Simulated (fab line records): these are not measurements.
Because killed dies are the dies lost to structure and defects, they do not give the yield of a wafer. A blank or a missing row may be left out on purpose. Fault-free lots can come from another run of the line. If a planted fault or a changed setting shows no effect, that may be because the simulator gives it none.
Which tool did it?    flow berkeley_cmos170    14 lots, 42 wafers sampled, at 2 steps of a route of 331

WHAT THE GAUGES READ, wafer by wafer
UCB170_NWELL_THK_MEAS_05.
lot   measured     on             NWELL_NITRIDE_THK (nm)
L652  day 2 06:38  film_metro-01  221.9 221.0 221.0
L653  day 2 13:31  film_metro-01  224.5 223.4 224.1
L654  day 2 19:26  film_metro-02  224.2 223.3 223.9
L655  day 3 02:26  film_metro-02  224.8 225.3 226.5
L657  day 3 02:26  film_metro-01  221.4 222.5 221.5
L658  day 3 21:58  film_metro-01  292.3 294.5 291.4
L659  day 3 21:58  film_metro-02  292.3 293.0 291.5
L660  day 4 06:32  film_metro-01  220.9 219.1 218.5
L665  day 5 00:40  film_metro-03  224.9 225.0 224.7
L669  day 6 01:53  film_metro-03  225.3 225.6 226.7
L672  day 6 20:51  film_metro-01  227.0 228.6 225.6
L673  day 6 20:51  film_metro-02  225.6 225.1 224.0
L674  day 7 07:21  film_metro-01  219.9 221.0 219.7
L675  day 7 07:22  film_metro-03  222.5 222.5 224.4

TOOL THAT RAN EACH LOT (tool first, then ch and the chambers of the sampled wafers, then the start)
lot   UCB170_NWELL_CVD_04
L652  lpcvd-02 ch 0, day 2 04:42
L653  lpcvd-01 ch 1, day 2 11:34
L654  lpcvd-02 ch 0, day 2 17:29
L655  lpcvd-02 ch 1, day 3 00:31
L657  lpcvd-02 ch 1, day 3 00:31
L658  lpcvd-02 ch 1, day 3 20:01
L659  lpcvd-02 ch 1, day 3 20:01
L660  lpcvd-01 ch 0, day 4 04:36
L665  lpcvd-01 ch 1, day 4 21:46
L669  lpcvd-01 ch 1, day 5 23:56
L672  lpcvd-02 ch 0, day 6 18:55
L673  lpcvd-02 ch 0, day 6 18:55
L674  lpcvd-02 ch 0, day 7 05:25
L675  lpcvd-02 ch 0, day 7 05:25
- UCB170_NWELL_CVD_04: deposits Si3N4 from SiH2Cl2/NH3, target thk 224 nm, time 3360 s.

WHAT THE TOOLS THEMSELVES READ (means of the sampled wafers that have a number; where no wafer has one, the mark that the record gives instead)
UCB170_NWELL_CVD_04.
lot   tool      spike_tc_centre_C (C)  spike_tc_load_C (C)  spike_tc_source_C (C)  susceptor_temp_C (C)
L652  lpcvd-02  802.8                  821.3                823                    799.9
L653  lpcvd-01  803.4                  824.2                815                    799.7
L654  lpcvd-02  802.7                  822.4                824                    799.8
L655  lpcvd-02  804.2                  824.9                824                    800.0
L657  lpcvd-02  805.7                  823.7                823                    800.0
L658  lpcvd-02  820.5                  839.8                838                    814.8
L659  lpcvd-02  819.7                  839.5                839                    814.9
L660  lpcvd-01  803.0                  826.3                824                    800.1
L665  lpcvd-01  803.6                  825.6                814                    800.1
L669  lpcvd-01  803.0                  824.6                815                    799.9
L672  lpcvd-02  803.7                  822.2                824                    800.2
L673  lpcvd-02  802.5                  823.0                823                    799.9
L674  lpcvd-02  803.2                  822.5                823                    799.7
L675  lpcvd-02  803.1                  821.5                823                    800.0

THE ANSWER, worked out from the rows above alone
Rule: the usual values come from the lots themselves. The widest of any qualifying gaps counts: lots, ordered by their means at a reading, are off when they make up no more than a third of the lots, leave a main group of 4 or more, and stand apart from it by 3 or more times the standard deviation of that group's means. A main group is skipped when, at the precision printed for the reading in the tables above, its means are all equal. Also off: a lot with no number at a reading for which 4 or more lots have one. Where the step has rows for the other lots, those lots are counted as sound. Order of review: gauges by route order, followed by the tools' own readings, for which a lot's mean as printed above is used. The first step at which some lot is off is used, and at that step the reading that is off furthest; a lot without a number counts as furthest.
Off: L658, L659, seen at UCB170_NWELL_THK_MEAS_05 (NWELL_NITRIDE_THK). The main group: mean 223.5 nm, standard deviation 2.3.
If a tool, at a process step before that reading, ran all the lots that are off and no sound lot after the first of them, it fits. Not tried: the gauges at UCB170_NWELL_THK_MEAS_05; whatever is off there is also off at UCB170_NWELL_CVD_04, on other tools, and gauge error can't account for it. Not one of the candidates tried fits.

WHAT HAD BEEN PUT IN BY THE SIMULATOR
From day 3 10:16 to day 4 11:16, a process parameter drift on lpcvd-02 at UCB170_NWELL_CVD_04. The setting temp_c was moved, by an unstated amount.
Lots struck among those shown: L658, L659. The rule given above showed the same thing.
